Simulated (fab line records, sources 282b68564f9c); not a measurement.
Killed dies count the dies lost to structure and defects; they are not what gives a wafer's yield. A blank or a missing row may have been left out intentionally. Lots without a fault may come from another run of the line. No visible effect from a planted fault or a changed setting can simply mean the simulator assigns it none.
8D (eight disciplines) problem report, filled in by code    flow rit_cmos    the parts of the form that need people (team, actions taken, sign-off) are left out

1. THE ISSUE
Across 9 wafers from 3 lots, ACTIVE_NITRIDE_THK at RIT_ACTIVE_THK_MEAS_04 averages 121.0 nm, while fault-free wafers read 149.7 nm with a standard deviation of 1.3. That puts it -22 standard deviations away from the usual mean.
First observed at day 3 17:13: wafer L251.3, on film_metro-01. The record has a number at this step for 45 wafers belonging to 15 lots. Rule for "out", or "out of limits": more than 4 standard deviations from the usual mean. Any other wafer with a number is counted as sound.

2. WHAT IT IS AND WHAT IT IS NOT
question                     is                                           is not
which readings at this step  ACTIVE_NITRIDE_THK                           -
which lots                   L251, L252, L254                             L241, L242, L243, L244, L245, L246, L247, L253, L256, L258, L260, L263
which wafers of those lots   all that have a number                       -
read on which gauges         film_metro-01, film_metro-02, film_metro-03  -
when                         from day 3 17:13                             up to then (21 sound wafers); but 15 sound wafers of L253, L256, L258, L260, L263 came after

3. SUSPECTS, AND WHAT RULES EACH OUT
Counting: a tool at a process step up to the reading stays a suspect if it ran every lot that is out and no sound lot after the first of them.
- the gauge at RIT_ACTIVE_THK_MEAS_04 has been ruled out. 3 gauges (film_metro-01, film_metro-02, film_metro-03) read the wafers that are out.
- lpcvd-02 at RIT_ACTIVE_CVD_03 (deposits Si3N4 from SiH2Cl2/NH3, target thk 150 nm, time 1500 s): kept. Every lot that is out went through it, starting with L251 (day 3 15:47), and after that it ran no sound lot; the last sound lot it ran before then is L244 (day 2 03:18).
Remaining after the count: lpcvd-02 at RIT_ACTIVE_CVD_03.

4. THE CAUSE (what the simulator had put in)
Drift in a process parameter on lpcvd-02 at RIT_ACTIVE_CVD_03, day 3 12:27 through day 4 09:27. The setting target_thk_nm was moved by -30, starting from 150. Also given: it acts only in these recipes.
Counting left only this tool.

5. SEQUENCE OF EFFECTS, ordered by route
One row per reading whose mean, taken over the struck wafers that have a number, lies over 3 standard deviations from the usual. Readings are gone through only where the record gives a usual standard deviation; hours: the median, over the lots, of the time from a lot's start at the first step in this table giving one to that lot's start at this step; sigmas: the change measured in usual standard deviations.
hours  step                    reading             usual       on struck wafers  change  sigmas
0      RIT_ACTIVE_THK_MEAS_04  ACTIVE_NITRIDE_THK  149.7 nm    121.0             -28.7   -22
1      RIT_ACTIVE_ETCH_13      oes_product_au      0.815 a.u.  0.733             -0.082  -6.9
The process steps in it:
- RIT_ACTIVE_ETCH_13: etches Si3N4 in SF6, stops on SiO2, time 210 s, target depth 210 nm.
At these later measuring or inspecting steps, every struck wafer for which the step has a row has a number for every such reading, and none has moved that far: RIT_FOX1_THK_MEAS_01.

6. HOW IT WOULD HAVE BEEN CAUGHT EARLIER
The first out-of-limits reading at a measuring or inspecting step in this record came at day 3 17:13, 5 hours after the fault's start at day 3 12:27.
Lots out: 3; of these, L252, L254 started RIT_ACTIVE_CVD_03 on lpcvd-02 after day 3 17:13. A hold on the tool at that time would have spared those 2.
